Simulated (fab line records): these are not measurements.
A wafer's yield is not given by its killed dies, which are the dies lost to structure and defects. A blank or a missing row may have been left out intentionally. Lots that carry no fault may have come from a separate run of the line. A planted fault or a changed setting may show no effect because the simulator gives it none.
The tool behind it: which one? -- flow berkeley_cmos170 -- 7 lots with 21 wafers sampled at 2 steps, on a route of 331 steps

== WHAT THE GAUGES READ, wafer by wafer ==
UCB170_PVT_TW_MEAS_09.
lot,measured,on,PVT_TW
L661,day 6 23:52,film_metro-01,509.7 506.7 506.7
L662,day 7 00:29,film_metro-04,508.1 509.9 509.2
L665,day 8 04:04,film_metro-04,507.3 503.9 506.2
L669,day 8 17:04,film_metro-04,30.7 30.5 30.7
L674,day 10 01:06,film_metro-04,505.5 507.3 507.0
L677,day 10 18:16,film_metro-04,507.4 506.9 506.7
L681,day 11 06:04,film_metro-04,505.5 505.3 511.1

== EACH LOT AND THE TOOL THAT RAN IT (in order: tool; ch and the chambers of the sampled wafers; start) ==
lot,UCB170_PVT_DEVELOP_05
L661,"litho_track-04 ch 0, day 6 23:00"
L662,"litho_track-03 ch 0, day 7 00:00"
L665,"litho_track-02 ch 0, day 8 03:00"
L669,"litho_track-03 ch 0, day 8 16:00"
L674,"litho_track-02 ch 0, day 10 00:00"
L677,"litho_track-04 ch 0, day 10 17:00"
L681,"litho_track-02 ch 0, day 11 05:00"
- UCB170_PVT_DEVELOP_05: develop time 45 s.

== THE ANSWER, worked out from the rows above alone ==
Rule: usual is defined by the lots themselves. Put in order of their means at a reading, lots are off if they are a third of the lots or fewer, leave a main group of 4 or more, and stand apart from it by a gap of 3 or more times the standard deviation of the main group's means; of several such gaps the widest counts. A main group is skipped when, at the precision printed for the reading in the tables above, its means are all equal. Also off: a lot with no number at a reading for which 4 or more lots have one. Where the step has rows for the other lots, those lots are counted as sound.
Off: L669, seen at UCB170_PVT_TW_MEAS_09 (PVT_TW). Mean 507.2 and standard deviation 1 in the main group.
If a tool, at a process step before that reading, ran all the lots that are off and no sound lot after the first of them, it fits. The gauges at UCB170_PVT_TW_MEAS_09 are tried like those tools. One fits: litho_track-03 at UCB170_PVT_DEVELOP_05. A fault onset in the window from L662 (day 7 00:00, its last sound lot) to L669 (day 8 16:00, its first lot off) fits.

== WHAT THE SIMULATOR HAD PUT IN ==
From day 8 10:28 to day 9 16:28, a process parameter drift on litho_track-03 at UCB170_PVT_DEVELOP_05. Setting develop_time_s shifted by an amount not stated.
Struck lots among those shown: L669. This agrees with what the rule above found.
